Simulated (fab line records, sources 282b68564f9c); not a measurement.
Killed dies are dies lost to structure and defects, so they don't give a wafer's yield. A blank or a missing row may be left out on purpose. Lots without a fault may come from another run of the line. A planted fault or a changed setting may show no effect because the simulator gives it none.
Problem report in the 8D (eight disciplines) form, filled by code | flow rit_cmos | the parts of the form that need people (team, actions taken, sign-off) are left out

1. THE PROBLEM
killed_at_front_end at RIT_M1_PROBE_99 reads a mean of 35 on 3 wafers of 1 lot; wafers without a fault read 7 with a standard deviation of 3. That is +9.2 standard deviations from the usual mean.
First seen on wafer L179.3, day 6 23:43, on prober-01. The record holds 12 wafers of 4 lots with a number at this step. Rule for "out", or "out of limits": more than 4 standard deviations from the usual mean. The other wafers with a number count as sound.

2. WHAT IT IS AND WHAT IT IS NOT
question                    | is                               | is not
which readings at this step | killed_at_front_end, killed_dies | killed_at_M0_to_M3, killed_at_contacts, killed_open, killed_short
which lots                  | L179                             | L169, L172, L182
which wafers of those lots  | all that have a number           | -
read on which tools         | prober-01                        | prober-02
when                        | from day 6 23:43                 | up to then (6 sound wafers); but 3 sound wafers of L182 came after

3. SUSPECTS, AND WHAT RULES EACH OUT
Counting: a tool at a process step up to the reading stays a suspect if it ran every lot that is out and no sound lot after the first of them.
- wet_bench-04 at RIT_GATE_WET_ETCH_00 (etches SiO2 in BOE, target depth 56 nm, time 60 s): kept. It ran the lot that is out, L179 (day 5 21:41), and no sound lot after that; its last sound lot up to then is L172 (day 4 09:49).
- prober-01 at RIT_M1_PROBE_99: kept. It ran the lot that is out, L179 (day 6 23:43), and no sound lot after that; its last sound lot up to then is L169 (day 4 21:31). Its own readings are out on those wafers: killed_at_front_end, killed_dies.
Left after counting: wet_bench-04 at RIT_GATE_WET_ETCH_00, prober-01 at RIT_M1_PROBE_99.

4. THE CAUSE (what the simulator had put in)
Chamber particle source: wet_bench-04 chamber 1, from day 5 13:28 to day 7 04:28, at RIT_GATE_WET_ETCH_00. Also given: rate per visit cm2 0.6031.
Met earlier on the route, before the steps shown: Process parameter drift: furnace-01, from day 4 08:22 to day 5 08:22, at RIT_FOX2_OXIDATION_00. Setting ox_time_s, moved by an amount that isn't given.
Counting left 2 suspects, and this tool is among them.

5. THE CHAIN OF EFFECTS, in route order
Each row: a reading whose mean over the struck wafers that have a number lies more than 3 standard deviations from the usual. Only readings for which the record gives a usual standard deviation are gone through. hours: the time from each lot's start at the first step in this table that gives one to its start at this step, as a median over the lots. sigmas: the change in usual standard deviations.
hours | step            | reading             | usual | on struck wafers | change | sigmas
0     | RIT_M1_PROBE_99 | killed_at_front_end | 7     | 35               | +28    | +9.2
0     | RIT_M1_PROBE_99 | killed_dies         | 7     | 35               | +28    | +8.9
The process steps in it:
- RIT_M1_PROBE_99

6. WHAT WOULD HAVE CAUGHT IT SOONER
In this record the first reading out of limits was taken at day 6 23:43, 34 hours after the fault began at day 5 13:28.
All the lots that are out (1) had begun RIT_GATE_WET_ETCH_00 on wet_bench-04 by day 6 23:43. A hold on the tool at that time would have spared none of them.
